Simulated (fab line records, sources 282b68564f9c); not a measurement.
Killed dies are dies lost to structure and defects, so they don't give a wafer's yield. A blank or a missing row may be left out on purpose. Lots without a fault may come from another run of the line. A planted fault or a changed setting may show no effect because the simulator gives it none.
A struck lot beside a sound one | flow rit_cmos | 14 steps out of a route of 202
Sound: wafers L695.3, L695.4, L695.6. Struck: wafers L701.1, L701.2, L701.6. The cause comes at the end.
At each step with rows: each side's tool, then ch and its chambers, then its first start. Under that, the readings that differ: sound wafers | struck wafers | difference of the means | sigmas: that difference in standard deviations of wafers without a fault.
alike: readings whose means differ by less than 2 such deviations, and words and numbers that are the same on both sides. not compared: withheld readings, readings that some wafer has no value for, bounds like >300 that may hide the same value, and numbers for which the record gives no deviation and whose values overlap.
The two part at a step that has a row with sigmas, a row that says differs or no value, or rows on one side only. Numbers that don't overlap but have no deviation are shown without sigmas and don't part them. A reading that every wafer of one side lacks parts them only if that side has two wafers or more.

RIT_SILICIDE_SPUTTER_01: material Ti, target thk 30 nm, time 240 s.
  sound on pvd_sputter-01, day 5 09:23; struck on pvd_sputter-01, day 6 15:01
  alike: cathode_dc_power_W, throttle_valve_pct
RIT_SILICIDE_RS_MEAS_02: measures by four-point-probe.
  sound on film_metro-04, day 5 09:35; struck on film_metro-03, day 6 15:10
  alike: SILICIDE_TI_RS
RIT_SILICIDE_THK_MEAS_03: measures by xrf.
  sound on film_metro-04, day 5 09:41; struck on film_metro-03, day 6 15:17
  alike: SILICIDE_TI_THK
RIT_SILICIDE_RTA_04: time 10 s, ramp up 5 s, ramp down 5 s.
  sound on rtp_anneal-02 ch 0, day 5 09:44; struck on rtp_anneal-02 ch 0, day 6 15:21
  alike: wafer_temp_C_max
then, 1 step without rows for these wafers: RIT_SILICIDE_WET_ETCH_05 (etches Ti in SPM, time 120 s).
RIT_SILICIDE_RTA_06: time 10 s, ramp up 5 s, ramp down 10 s.
  sound on rtp_anneal-01 ch 0, day 5 09:51; struck on rtp_anneal-01 ch 0, day 6 15:28
  alike: wafer_temp_C_max
RIT_CONTACT_CVD_00: deposits SiO2 from TEOS, target thk 400 nm, time 61 s.
  sound on pecvd-02 ch 0,1, day 5 09:53; struck on pecvd-02 ch 0,2, day 6 15:31
  alike: heater_power_w, susceptor_temp_C
RIT_CONTACT_THK_MEAS_01:
  sound on film_metro-03, day 5 09:58; struck on film_metro-04, day 6 15:34
  alike: CONTACT_TEOS_THK
then, 4 steps without rows for these wafers: RIT_CONTACT_HMDS_02 (prime time 60 s); RIT_CONTACT_COAT_03 (resist thk 1000 nm); RIT_CONTACT_SOFTBAKE_04 (time 60 s); RIT_CONTACT_EXPOSE_05 (exposes mask M11, target cd 1000 nm).
RIT_CONTACT_PEB_06:
  sound on litho_track-02 ch 0, day 5 10:37; struck on litho_track-02, day 6 16:20
  reading         | sound          | struck | difference                    | sigmas
  exhaust_pa (Pa) | 45.2 45.1 45.0 | - - -  | no value on the struck wafers |
  not compared: chill_plate_temp_C, resist_line_temp_C
then, 1 step without rows for these wafers: RIT_CONTACT_DEVELOP_07 (develop time 120 s).

WHERE THEY PART
Only at RIT_CONTACT_PEB_06, within this record.

WHY: what the simulator had put in
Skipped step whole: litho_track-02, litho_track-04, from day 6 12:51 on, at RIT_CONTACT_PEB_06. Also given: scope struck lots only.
